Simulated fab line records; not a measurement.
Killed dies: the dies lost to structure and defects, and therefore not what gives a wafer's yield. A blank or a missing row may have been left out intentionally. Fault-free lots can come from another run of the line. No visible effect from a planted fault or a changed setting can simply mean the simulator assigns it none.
Check of tool commonality -- flow rit-cmos -- Sample size 14 lots and 42 wafers

## THE REASON FOR OPENING IT
2 of 14 lots carry a flag on the reading PWELL_TW at RIT_PWELL_TW_MEAS_10. No-fault wafers: 946, standard deviation 8.9.
Rule: flag the lot when none of its wafers has a number, or when each of its wafers that has one lies beyond 4 standard deviations from that mean. The other lots count as sound.

lot,measured,on,"PWELL_TW, wafer by wafer",flag
L967,day 2 02:02,film-metro-03,932 940 942,
L969,day 2 10:16,film-metro-04,946 941 944,
L971,day 2 18:29,film-metro-01,962 962 961,
L972,day 3 02:54,film-metro-03,935 934 938,
L973,day 3 05:59,film-metro-03,932 929 934,
L976,day 3 19:56,film-metro-01,946 953 953,
L977,day 4 00:55,film-metro-01,958 961 957,
L982,day 5 03:04,film-metro-04,948 948 954,
L984,day 5 11:19,film-metro-04,30 30 30,FLAGGED
L985,day 5 21:47,film-metro-04,30 30 30,FLAGGED
L987,day 6 02:39,film-metro-01,944 948 950,
L988,day 6 08:17,film-metro-04,939 936 942,
L989,day 6 12:53,film-metro-04,942 949 944,
L990,day 6 17:50,film-metro-03,941 939 942,
Flagged lots average 30: -916 relative to the usual, that is -99 or more standard deviations.

## TOOL THAT RAN EACH LOT
The record keeps 1 process step preceding the reading, out of 202 steps on the route. Every cell lists first the tool, next ch and the chambers used by the sampled wafers, and last the start.
lot,flag,RIT_NWELL_STRIP_09
L967,,"plasma-asher-03 ch 0,1, day 2 00:11"
L969,,"plasma-asher-02 ch 0,1, day 2 08:24"
L971,,"plasma-asher-03 ch 0,1, day 2 16:46"
L972,,"plasma-asher-02 ch 0,1, day 3 00:57"
L973,,"plasma-asher-03 ch 0,1, day 3 03:57"
L976,,"plasma-asher-02 ch 0,1, day 3 18:15"
L977,,"plasma-asher-02 ch 0,1, day 3 23:03"
L982,,"plasma-asher-01 ch 0,1, day 5 01:20"
L984,FLAGGED,"plasma-asher-02 ch 0,1, day 5 09:38"
L985,FLAGGED,"plasma-asher-02 ch 0,1, day 5 19:44"
L987,,"plasma-asher-03 ch 1, day 6 00:47"
L988,,"plasma-asher-02 ch 1, day 6 06:34"
L989,,"plasma-asher-01 ch 0,1, day 6 11:09"
L990,,"plasma-asher-02 ch 0,1, day 6 16:06"
What is done by these steps:
- RIT_NWELL_STRIP_09: strips in O2, time 180 s.
- RIT_PWELL_TW_MEAS_10

## FLAGGED AGAINST TOTAL, ONE TOOL AT A TIME (gauges that did the reading follow at the end)
step,tool,lots run,flagged,share of the flagged lots,sound lots run after its first flagged lot
RIT_NWELL_STRIP_09,plasma-asher-01,2,0,none,-
RIT_NWELL_STRIP_09,plasma-asher-02,8,2,all,"2 (L988,L990)"
RIT_NWELL_STRIP_09,plasma-asher-03,4,0,none,-
RIT_PWELL_TW_MEAS_10,film-metro-01,4,0,none,-
RIT_PWELL_TW_MEAS_10,film-metro-03,4,0,none,-
RIT_PWELL_TW_MEAS_10,film-metro-04,6,2,all,"2 (L988,L989)"

## WHAT THE TABLE ALLOWS
plasma-asher-02 at RIT_NWELL_STRIP_09 and film-metro-04 at RIT_PWELL_TW_MEAS_10 are the 2 rows of the table that ran each flagged lot.
- plasma-asher-02 at RIT_NWELL_STRIP_09: 2 of its 8 lots flagged. After the first flagged lot (L988, L990), sound lots still ran on it; a lasting fault on the whole tool would not permit that. On the flagged lots its readings are blank where sound lots have values: chamber-pressure-mTorr, drypump-motor-current-A.
- film-metro-04 at RIT_PWELL_TW_MEAS_10: 2 of its 6 lots flagged. After the first flagged lot (L988, L989), sound lots still ran on it; a lasting fault on the whole tool would not permit that.
Every row of the table either missed a flagged lot or ran a sound lot after the first.

## WHAT HAD BEEN PUT IN BY THE SIMULATOR
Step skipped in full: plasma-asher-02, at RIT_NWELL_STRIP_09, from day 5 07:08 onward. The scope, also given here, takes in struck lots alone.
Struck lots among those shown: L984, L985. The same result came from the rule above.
